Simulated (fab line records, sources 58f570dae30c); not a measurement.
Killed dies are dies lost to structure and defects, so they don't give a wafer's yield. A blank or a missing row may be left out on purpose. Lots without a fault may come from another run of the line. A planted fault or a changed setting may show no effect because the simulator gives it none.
Chamber matching | flow berkeley_cmos170 | UCB170_V1_ETCH_14 on rie_diel-02: 4 sister chambers
The step etches SiO2 in CHF3/CF4/Ar, stops on Al, target depth 1250 nm, time 291 s. 4 wafers are shown with their chamber, then 7 later ones without.

WAFERS WITH THEIR CHAMBER
wafer  | chamber | drypump_motor_current_A (A)
L402.1 | 2       | 5.1
L402.6 | 3       | 5.6
L406.3 | 0       | 5.4
L406.4 | 1       | 6.2

WAFERS WITHOUT THEIR CHAMBER
wafer  | drypump_motor_current_A (A)
L406.5 | 5.4
L408.1 | 5.6
L408.2 | 5.4
L408.4 | 5.1
L412.2 | 5.1
L412.3 | 5.6
L412.4 | 5.5

WHICH CHAMBER EACH WENT THROUGH
wafer  | from the rows above     | in truth
L406.5 | 0                       | 0
L408.1 | 3                       | 3
L408.2 | 0                       | 0
L408.4 | 2                       | 2
L412.2 | 2                       | 2
L412.3 | 3                       | 3
L412.4 | can't be placed: 0 or 3 | 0
Placed correctly: 6 of 7. Can't be placed from these rows: 1 (the true chamber is among the candidates in 1). Placed wrongly: 0.
How it was worked out, from the rows above alone: a wafer's distance from a chamber is the root of the sum, over the readings, of the square of ((its reading less the chamber's mean) divided by the reading's scatter). The wafer belongs to the nearest chamber; if the next one is less than 2 further off, it can't be placed. A chamber's mean is the mean of its shown wafers. The scatter: with one shown wafer a chamber, the root of the mean of the squares of how far each hidden wafer lies from its nearest shown one.
